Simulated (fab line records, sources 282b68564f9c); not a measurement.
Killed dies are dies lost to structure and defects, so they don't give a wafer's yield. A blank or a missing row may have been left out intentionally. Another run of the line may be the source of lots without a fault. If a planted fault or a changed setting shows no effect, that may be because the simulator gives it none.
Split-lot study    flow rit-cmos    route with 202 steps; 5 lots, 23 wafers read

THE SPLIT
At RIT_SPACER_CVD_03 (deposits Si3N4 from SiH2Cl2/NH3, target thk 250 nm, time 3300 s), the setting pressure-mtorr was moved away from the recipe's 300 mTorr on 15 of the 23 wafers read, by -13.9% to +7.3%. This setting was run at the recipe's value on the other wafers.

The reading comes from the split's own step.

THE READING
Si3N4_of_SPACER_CVD_03.thk-nm (the simulator's own value, which no gauge read), in nm, at RIT_SPACER_CVD_03 (deposits Si3N4 from SiH2Cl2/NH3, target thk 250 nm, time 3300 s). The file gives no usual value for it. The 8 wafers here that ran the recipe average 250.3 nm, standard deviation 3.3 nm.

wafer   tool, chamber at the split  pressure-mtorr as run, mTorr  against the recipe  Si3N4_of_SPACER_CVD_03.thk-nm, nm  against lot-mates on the recipe
L076.1  -, -                        258.3                         -13.9%              242.5                              no lot-mate on the recipe
L076.2  -, -                        258.3                         -13.9%              241.9                              no lot-mate on the recipe
L076.3  -, -                        258.3                         -13.9%              239.5                              no lot-mate on the recipe
L076.5  -, -                        258.3                         -13.9%              243.1                              no lot-mate on the recipe
L076.6  -, -                        258.3                         -13.9%              241.4                              no lot-mate on the recipe
L079.1  -, -                        284.2                         -5.3%               244.8                              no lot-mate on the recipe
L079.2  -, -                        284.2                         -5.3%               242.2                              no lot-mate on the recipe
L079.3  -, -                        284.2                         -5.3%               242.7                              no lot-mate on the recipe
L079.4  -, -                        284.2                         -5.3%               245.1                              no lot-mate on the recipe
L079.6  -, -                        284.2                         -5.3%               244                                no lot-mate on the recipe
L082.1  -, -                        321.8                         +7.3%               256.5                              no lot-mate on the recipe
L082.2  -, -                        321.8                         +7.3%               256.5                              no lot-mate on the recipe
L082.3  -, -                        321.8                         +7.3%               256                                no lot-mate on the recipe
L082.4  -, -                        321.8                         +7.3%               257.5                              no lot-mate on the recipe
L082.6  -, -                        321.8                         +7.3%               257.9                              no lot-mate on the recipe
L084.1  -, -                        300                           recipe              251                                -
L084.3  -, -                        300                           recipe              254                                -
L084.4  -, -                        300                           recipe              250                                -
L084.5  -, -                        300                           recipe              254.7                              -
L084.6  -, -                        300                           recipe              253.3                              -
L085.1  lpcvd-02, 0                 300                           recipe              245.7                              -
L085.5  lpcvd-02, 0                 300                           recipe              246.3                              -
L085.6  lpcvd-02, 0                 300                           recipe              247.5                              -

FIT RESULTS
A straight line over all 23 wafers: Si3N4_of_SPACER_CVD_03.thk-nm changes by +0.741 nm for each +1% of pressure-mtorr; r = +0.90; the points scatter about the line by 2.8 nm.
Too few moved wafers with a lot-mate on the recipe to fit a line net of each lot's own level.

FILE'S OWN FIT
Si3N4_of_SPACER_CVD_03.thk-nm changes by +0.741 nm for each +1% of pressure-mtorr, r = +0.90.
